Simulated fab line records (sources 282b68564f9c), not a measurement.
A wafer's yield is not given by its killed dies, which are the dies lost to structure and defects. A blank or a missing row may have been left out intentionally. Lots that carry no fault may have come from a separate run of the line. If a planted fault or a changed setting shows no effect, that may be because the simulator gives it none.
fab line records	flow rit-cmos
[record] lots = 6	wafers = 18	last-day = 6
route steps=202 shown NSD@138 PSD@142 SDANNEAL@153 M1@202
lots that met no fault: taken from a fault-free run of the same line
start-h: hours from the record's first day to the start of the lot's first wafer shown	wait-h: time in hours since the lot's previous step	" the same as in the row above	L1.1+2: a single row standing in for several wafers	- no value, or no start given	* or withheld: withheld	< > ~ a bound
route shown NAME@n: NAME is a module with steps in the file, n the number in the route of the first one	usual: mean/standard deviation taken from wafers without a fault	same: alike in all rows	chamber/n: place in a boat	sites: readings site by site	_std_site: standard deviation of those values	_edge_site: the outer-site mean with the inner-site mean subtracted	radius-mm: for every site, how far away it sits from the centre of the wafer	mask NAME#n: copy n	behind: the tool/chamber that last shaped the wafer	hold: why the lot was held/for how many hours/how that ended	device: which transistor (n, p or np) failed to switch	end of line: tests of these same wafers at the route's end	for a step that has no rows: nothing shown but its recipe	killed: not the wafer's yield, but the dies lost to structure and defects at the first sort	map: per-die view of a wafer (x killed, . not killed, _ where there is no die)
set.NAME: setting as actually run; set.NAME@STEP: the setting as run at that earlier step	model.NAME: the simulator's own value behind a step, which no gauge read
lots seen at some steps along the route; tables by step, rows by wafer
services: from which hour (start-h, from the record's first day; less than 0 if before it) a tool's chamber was out of use, for how many hours, and why
[[steps]]
[step RIT_NSD_HARDBAKE_07]
[recipe] resist = NOVOLAK	temp-c = 140	time-s = 60
[step RIT_NSD_IMPLANT_08]
[recipe] species = P	energy-kev = 25	dose-cm2 = 1e+15	tilt-deg = 7
[step RIT_NSD_STRIP_09]
[recipe] chemistry = O2	time-s = 180	resist = NOVOLAK	platen-temp-c = withheld	power-w = 500	pressure-mtorr = 4000	o2-flow-sccm = 4000
[usual] drypump-motor-current-A = 5.4/0.35
lot.wafer	tool	chamber	start-h	wait-h	drypump-motor-current-A	rf-hours-counter-h
L508.4	plasma-asher-02	1	58.12	0.1	5.5	-
L508.5	"	1	"	"	5.5	-
L508.6	"	0	"	"	6.1	-
L511.1	plasma-asher-04	0	72.70	0.1	5.0	43
L511.4	"	0	"	"	5.0	-
L511.6	"	0	"	"	5.0	-
L518.1	plasma-asher-04	1	103.78	0.1	5.4	47
L518.3	"	1	"	"	5.5	-
L518.4	"	0	"	"	5.0	-
L519.3	plasma-asher-01	0	109.27	0.1	5.7	-
L519.4	"	1	"	"	5.1	-
L519.6	"	0	"	"	5.7	-
L520.1	plasma-asher-01	0	113.67	0.1	5.7	50
L520.2	"	1	"	"	5.1	50
L520.5	"	1	"	"	5.1	-
L525.1	plasma-asher-01	0	137.72	0.1	5.8	52
L525.2	"	1	"	"	5.1	52
L525.6	"	1	"	"	5.1	-
[step RIT_NSD_TW_MEAS_10]
[usual] NSD_TW = 3125/20
lot.wafer	tool	chamber	start-h	wait-h	NSD_TW
L508.4	film-metro-03	-	58.26	0.1	3104
L508.5	"	-	"	"	3086
L508.6	"	-	"	"	3110
L511.1	film-metro-04	-	72.88	0.1	3116
L511.4	"	-	"	"	3113
L511.6	"	-	"	"	3106
L518.1	film-metro-04	-	103.96	0.1	3128
L518.3	"	-	"	"	3102
L518.4	"	-	"	"	3121
L519.3	film-metro-04	-	109.41	0.1	3128
L519.4	"	-	"	"	3114
L519.6	"	-	"	"	3113
L520.1	film-metro-04	-	113.84	0.1	3104
L520.2	"	-	"	"	3121
L520.5	"	-	"	"	3127
L525.1	film-metro-03	-	137.90	0.1	3130
L525.2	"	-	"	"	3148
L525.6	"	-	"	"	3159
[step RIT_PSD_HMDS_00]
[recipe] prime-time-s = 60	prime-temp-c = 140
[step RIT_PSD_COAT_01]
[recipe] resist = NOVOLAK	spin-rpm = 3250	resist-thk-nm = 1000
[step RIT_PSD_SOFTBAKE_02]
[recipe] resist = NOVOLAK	temp-c = 90	time-s = 60
[step RIT_PSD_EXPOSE_03]
[recipe] mask-id = M10	na = 0.57	target-cd-nm = 40900	dose-mj = 250
[step RIT_PSD_PEB_04]
[recipe] resist = NOVOLAK	temp-c = withheld	time-s = withheld
[step RIT_PSD_DEVELOP_05]
[recipe] resist = NOVOLAK	develop-time-s = 50	dev-temp-c = 23
[step RIT_PSD_OVL_MEAS_06]
[usual] PSD_OVL = -0.3/1.4
lot.wafer	tool	chamber	start-h	wait-h	PSD_OVL[nm]
L508.4	overlay-01	-	59.28	-	-1.1
L508.5	"	-	"	"	-0.4
L508.6	"	-	"	"	-0.6
L511.1	overlay-01	-	73.79	-	-0.9
L511.4	"	-	"	"	0.9
L511.6	"	-	"	"	-0.1
L518.1	overlay-02	-	104.99	-	-1.7
L518.3	"	-	"	"	-1.5
L518.4	"	-	"	"	-1.5
L519.3	overlay-02	-	110.31	-	3.6
L519.4	"	-	"	"	0.8
L519.6	"	-	"	"	0.7
L520.1	overlay-02	-	114.75	-	0.5
L520.2	"	-	"	"	1.7
L520.5	"	-	"	"	-0.5
L525.1	overlay-01	-	138.81	-	-0.9
L525.2	"	-	"	"	-1.1
L525.6	"	-	"	"	-0.2
[step RIT_PSD_HARDBAKE_07]
[recipe] resist = NOVOLAK	temp-c = 140	time-s = 60
[step RIT_PSD_IMPLANT_08]
[recipe] species = BF2	energy-kev = 27	dose-cm2 = 5e+15	tilt-deg = 7.321
[usual] beam-on-s = 12.2/1.7	dose-ions-cm2 = 4.999e+15/5.2e+12	faraday-current-uA = 12761/1600
lot.wafer	tool	chamber	start-h	wait-h	beam-on-s	dose-ions-cm2	faraday-current-uA
L508.4	implanter-03	0	59.56	0.2	14.9	5e+15	10383
L508.5	"	0	"	"	14.8	5.005e+15	10372
L508.6	"	0	"	"	15.1	5.002e+15	10152
L511.1	implanter-04	0	73.97	0.1	10.7	4.999e+15	14310
L511.4	"	0	"	"	10.6	4.995e+15	14351
L511.6	"	0	"	"	10.7	5.003e+15	14248
L518.1	implanter-04	0	105.18	0.1	20.7	9.494e+15	14081
L518.3	"	0	"	"	20.0	9.491e+15	14608
L518.4	"	0	"	"	20.5	9.485e+15	14309
L519.3	implanter-04	0	110.54	0.1	20.7	9.494e+15	14055
L519.4	"	0	"	"	19.9	9.491e+15	14704
L519.6	"	0	"	"	19.6	9.493e+15	14864
L520.1	implanter-01	0	114.94	0.1	12.4	5.001e+15	12279
L520.2	"	0	"	"	12.5	5.005e+15	12301
L520.5	"	0	"	"	12.6	4.998e+15	12230
L525.1	implanter-01	0	138.99	0.1	12.4	4.996e+15	12305
L525.2	"	0	"	"	12.2	5.003e+15	12537
L525.6	"	0	"	"	12.5	5.009e+15	12257
[step RIT_PSD_STRIP_09]
[recipe] chemistry = O2	time-s = 180	resist = NOVOLAK	platen-temp-c = withheld	power-w = 500	pressure-mtorr = 4000	o2-flow-sccm = 4000
[usual] drypump-motor-current-A = 5.6/0.33
lot.wafer	tool	chamber	start-h	wait-h	drypump-motor-current-A	rf-hours-counter-h
L508.4	plasma-asher-02	1	59.70	0.1	5.5	-
L508.5	"	1	"	"	5.5	-
L508.6	"	0	"	"	6.1	-
L511.1	plasma-asher-03	0	74.12	0.1	5.6	24
L511.4	"	0	"	"	5.6	-
L511.6	"	0	"	"	5.6	-
L518.1	plasma-asher-03	1	105.33	0.1	6.0	27
L518.3	"	1	"	"	6.0	-
L518.4	"	0	"	"	5.6	-
L519.3	plasma-asher-01	0	110.69	0.1	5.8	-
L519.4	"	1	"	"	5.1	-
L519.6	"	1	"	"	5.1	-
L520.1	plasma-asher-03	0	115.09	0.1	5.6	28
L520.2	"	1	"	"	6.0	28
L520.5	"	0	"	"	5.6	-
L525.1	plasma-asher-02	0	139.14	0.1	6.1	2
L525.2	"	1	"	"	5.5	2
L525.6	"	0	"	"	6.1	-
[step RIT_PSD_TW_MEAS_10]
[usual] PSD_TW = 3432/16
lot.wafer	tool	chamber	start-h	wait-h	PSD_TW
L508.4	film-metro-01	-	59.84	0.1	3444
L508.5	"	-	"	"	3466
L508.6	"	-	"	"	3462
L511.1	film-metro-04	-	74.30	0.1	3409
L511.4	"	-	"	"	3428
L511.6	"	-	"	"	3409
L518.1	film-metro-04	-	105.52	0.1	3584
L518.3	"	-	"	"	3583
L518.4	"	-	"	"	3576
L519.3	film-metro-01	-	110.83	0.1	3579
L519.4	"	-	"	"	3602
L519.6	"	-	"	"	3577
L520.1	film-metro-04	-	115.26	0.1	3427
L520.2	"	-	"	"	3431
L520.5	"	-	"	"	3408
L525.1	film-metro-01	-	139.32	0.1	3440
L525.2	"	-	"	"	3455
L525.6	"	-	"	"	3439
[step RIT_SDANNEAL_CLEAN_00]
[recipe] chemistry = SC1	mix = 3:3:50	time-s = 600	temp-c = 75
[step RIT_SDANNEAL_CLEAN_01]
[recipe] chemistry = dHF	dilution = 50:1	time-s = 30
[step RIT_SDANNEAL_CLEAN_02]
[recipe] chemistry = SC2	mix = 3:3:50	time-s = 600	temp-c = 75	dry = n2-spin
[step RIT_SDANNEAL_RTA_03]
[recipe] temp-c = 1050	time-s = 5	idle-temp-c = 600	ramp-up-c-per-s = 342	ramp-down-c-per-s = 171	cool-to-c = 600	ambient = N2
[usual] wafer_temp_C_max = 1053.6/1.1
lot.wafer	tool	chamber	start-h	wait-h	wafer_temp_C_max
L508.4	rtp-anneal-01	0	60.28	0.0	1053.1
L508.5	"	0	"	"	1053.7
L508.6	"	0	"	"	1051.5
L511.1	rtp-anneal-02	0	74.72	0.0	1054.2
L511.4	"	0	"	"	1052.2
L511.6	"	0	"	"	1054.3
L518.1	rtp-anneal-01	0	105.98	0.0	1054.6
L518.3	"	0	"	"	1053.2
L518.4	"	0	"	"	1052.6
L519.3	rtp-anneal-02	0	111.27	0.0	1052.2
L519.4	"	0	"	"	1053.4
L519.6	"	0	"	"	1053.7
L520.1	rtp-anneal-01	0	115.72	0.0	1054.1
L520.2	"	0	"	"	1054.1
L520.5	"	0	"	"	1054.3
L525.1	rtp-anneal-02	0	139.76	0.0	1054.7
L525.2	"	0	"	"	1052.1
L525.6	"	0	"	"	1053.3
[step RIT_SDANNEAL_RS_MEAS_04]
[recipe] thk-meas-gauge = four-point-probe
[usual] PSD_RS = 115.9/0.33
lot.wafer	tool	chamber	start-h	wait-h	PSD_RS[ohm/sq]
L508.4	film-metro-01	-	60.37	0.1	116.7
L508.5	"	-	"	"	116.6
L508.6	"	-	"	"	116.7
L511.1	film-metro-01	-	74.78	0.0	116.0
L511.4	"	-	"	"	115.9
L511.6	"	-	"	"	116.2
L518.1	film-metro-01	-	106.10	0.1	108.3
L518.3	"	-	"	"	108.1
L518.4	"	-	"	"	108.0
L519.3	film-metro-04	-	111.35	0.1	108.0
L519.4	"	-	"	"	108.3
L519.6	"	-	"	"	108.0
L520.1	film-metro-03	-	115.84	0.1	115.9
L520.2	"	-	"	"	115.9
L520.5	"	-	"	"	115.7
L525.1	film-metro-04	-	139.82	0.0	115.6
L525.2	"	-	"	"	115.7
L525.6	"	-	"	"	116.1
[step RIT_SDANNEAL_RS_MEAS_05]
[recipe] thk-meas-gauge = four-point-probe
[usual] NSD_RS = 84.58/0.25
lot.wafer	tool	chamber	start-h	wait-h	NSD_RS[ohm/sq]
L508.4	film-metro-01	-	60.49	0.1	84.58
L508.5	"	-	"	"	84.67
L508.6	"	-	"	"	84.54
L511.1	film-metro-01	-	74.90	0.1	84.87
L511.4	"	-	"	"	84.64
L511.6	"	-	"	"	85.17
L518.1	film-metro-01	-	106.22	0.1	84.68
L518.3	"	-	"	"	84.48
L518.4	"	-	"	"	84.53
L519.3	film-metro-04	-	111.47	0.1	84.44
L519.4	"	-	"	"	84.56
L519.6	"	-	"	"	84.62
L520.1	film-metro-03	-	115.96	0.1	84.46
L520.2	"	-	"	"	84.57
L520.5	"	-	"	"	84.65
L525.1	film-metro-04	-	139.94	0.1	84.17
L525.2	"	-	"	"	83.83
L525.6	"	-	"	"	83.88
[step RIT_M1_PROBE_99]
[usual] killed-at-contacts = 0.1/0.25	killed-at-front-end = 7/3.2	killed-dies = 7/3.2	killed-open = 3.5/2.1	killed-short = 3.5/2.1
[same] gross-dies = 264	killed_at_M0_to_M3 = 0	killed_at_M4_up = 0	killed-at-back-side = 0	killed-at-other = 0
lot.wafer	tool	chamber	start-h	wait-h	killed-at-contacts	killed-at-front-end	killed-dies	killed-open	killed-short
L508.4	prober-01	-	67.84	0.2	0	7	7	3	4
L508.5	prober-01	-	67.89	0.2	0	5	5	3	2
L508.6	prober-01	-	67.94	0.2	0	7	7	4	3
L511.1	prober-02	-	82.94	0.1	0	14	14	6	8
L511.4	prober-02	-	83.09	0.2	0	11	11	5	6
L511.6	prober-02	-	83.19	0.2	0	7	7	3	4
L518.1	prober-01	-	113.56	0.1	0	6	6	0	6
L518.3	prober-01	-	113.66	0.2	0	2	2	2	0
L518.4	prober-01	-	113.71	0.2	0	7	7	0	7
L519.3	prober-02	-	118.85	0.2	0	11	11	4	7
L519.4	prober-02	-	118.90	0.2	0	8	8	4	4
L519.6	prober-02	-	119.00	0.2	0	4	4	2	2
L520.1	prober-02	-	123.45	0.1	0	10	10	2	8
L520.2	prober-02	-	123.50	0.1	1	13	14	8	6
L520.5	prober-02	-	123.65	0.2	0	10	10	6	4
L525.1	prober-01	-	147.58	0.1	0	11	11	6	5
L525.2	prober-01	-	147.63	0.1	0	4	4	2	2
L525.6	prober-01	-	147.83	0.2	0	12	12	7	5
// killed by level:class
L508.4 FOX1:geometric-particle:open=2 GATE:geometric-particle:short=2 FOX1:geometric-particle:short=1 GATE:geometric-particle:open=1 REOX:geometric-particle:short=1
L508.5 FOX2:geometric-particle:open=1 GATE:geometric-particle:short=1 GATE:geometric-particle:open=1 REOX:geometric-particle:open=1 SILICIDE:geometric-particle:short=1
L508.6 FOX1:geometric-particle:short=2 FOX1:geometric-particle:open=1 GATE:geometric-particle:short=1 GATE:geometric-particle:open=1 REOX:geometric-particle:open=1 SILICIDE:geometric-particle:open=1
L511.1 FOX1:geometric-particle:open=3 FOX1:geometric-particle:short=3 GATE:geometric-particle:open=2 SPACER:geometric-particle:short=2 SILICIDE:geometric-particle:short=2 GATE:geometric-particle:short=1 SPACER:geometric-particle:open=1
L511.4 FOX1:geometric-particle:open=3 FOX1:geometric-particle:short=2 SPACER:geometric-particle:short=2 GATE:geometric-particle:short=1 GATE:geometric-particle:open=1 REOX:geometric-particle:short=1 SILICIDE:geometric-particle:open=1
L511.6 GATE:geometric-particle:short=2 GATE:geometric-particle:open=2 FOX1:geometric-particle:open=1 FOX1:geometric-particle:short=1 REOX:geometric-particle:short=1
L518.1 FOX2:geometric-particle:short=3 GATE:geometric-particle:short=3
L518.3 REOX:geometric-particle:open=1 SILICIDE:geometric-particle:open=1
L518.4 FOX1:geometric-particle:short=2 FOX2:geometric-particle:short=2 GATE:geometric-particle:short=2 REOX:geometric-particle:short=1
L519.3 GATE:geometric-particle:short=4 REOX:geometric-particle:open=2 SPACER:geometric-particle:open=2 SILICIDE:geometric-particle:short=2 REOX:geometric-particle:short=1
L519.4 GATE:geometric-particle:short=3 SILICIDE:geometric-particle:open=2 FOX2:geometric-particle:open=1 REOX:geometric-particle:open=1 REOX:geometric-particle:short=1
L519.6 GATE:geometric-particle:open=2 FOX2:geometric-particle:short=1 SILICIDE:geometric-particle:short=1
L520.1 GATE:geometric-particle:short=3 SILICIDE:geometric-particle:short=2 FOX2:geometric-particle:short=1 GATE:geometric-particle:open=1 REOX:geometric-particle:short=1 SPACER:geometric-particle:short=1 SILICIDE:geometric-particle:open=1
L520.2 GATE:geometric-particle:open=3 GATE:geometric-particle:short=2 REOX:geometric-particle:open=2 SILICIDE:geometric-particle:open=2 REOX:geometric-particle:short=1 SPACER:geometric-particle:open=1 SPACER:geometric-particle:short=1 SILICIDE:geometric-particle:short=1
L520.5 REOX:geometric-particle:open=4 REOX:geometric-particle:short=3 GATE:geometric-particle:open=2 GATE:geometric-particle:short=1
L525.1 GATE:geometric-particle:open=3 GATE:geometric-particle:short=2 REOX:geometric-particle:open=2 SPACER:geometric-particle:short=2 FOX2:geometric-particle:short=1 SPACER:geometric-particle:open=1
L525.2 GATE:geometric-particle:open=2 FOX1:geometric-particle:short=1 SILICIDE:geometric-particle:short=1
L525.6 GATE:geometric-particle:open=4 FOX1:geometric-particle:open=2 SPACER:geometric-particle:short=2 FOX2:geometric-particle:short=1 GATE:geometric-particle:short=1 SILICIDE:geometric-particle:open=1 SILICIDE:geometric-particle:short=1
[[services]]
tool	chamber	start-h	hours	kind
plasma-asher-03	-	34.16	28.1	pm
implanter-04	-	39.23	2.9	repair
implanter-04	-	58.68	6.9	pm
plasma-asher-02	-	60.59	2.8	repair
implanter-03	-	68.31	82.0	pm
implanter-01	-	90.75	3.0	repair
implanter-04	-	93.50	1.8	repair
implanter-01	-	107.51	4.6	pm
plasma-asher-02	-	108.92	9.0	pm
plasma-asher-02	0	108.92	9.0	vent-cycle
plasma-asher-02	1	108.92	9.0	vent-cycle
plasma-asher-02	0	117.92	-	clean
plasma-asher-02	1	117.92	-	clean
implanter-01	-	132.18	6.3	repair
[[key]]
[first-sign] step = RIT_PSD_IMPLANT_08	reading = dose-ions-cm2	direction = up	sigmas = 99+	usual = 4.999e+15	struck = 9.491e+15
[effect] step = RIT_PSD_IMPLANT_08	reading = beam-on-s	direction = up	sigmas = 4.7	usual = 12.2	struck = 20.2
[effect] step = RIT_PSD_TW_MEAS_10	reading = PSD_TW	direction = up	sigmas = 9.3	usual = 3432	struck = 3584
[effect] step = RIT_SDANNEAL_RS_MEAS_04	reading = PSD_RS	direction = down	sigmas = 24	usual = 115.9	struck = 108.1
met-at RIT_PSD_IMPLANT_08
struck-wafers L518.1,L518.3,L518.4,L519.3,L519.4,L519.6
tester-left-out L518,L519
onset-between 73.97 105.18
[fault] kind = process-parameter-drift	tool = implanter-04	chamber = -	onset-h = 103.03	steps = RIT_PSD_IMPLANT_08	channel = dose-cm2	offset = 4.5e+15	shape = step	end-h = 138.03	acts-in = these-recipes-only	stated = 5e+15
// tester-left-out: of these lots the tester's yield and bins aren't shown, on N5 and GAA mostly nor the transistor test; their killed dies are dies lost to structure and defects alone, not to doping, threshold or leakage, so they don't give the yield
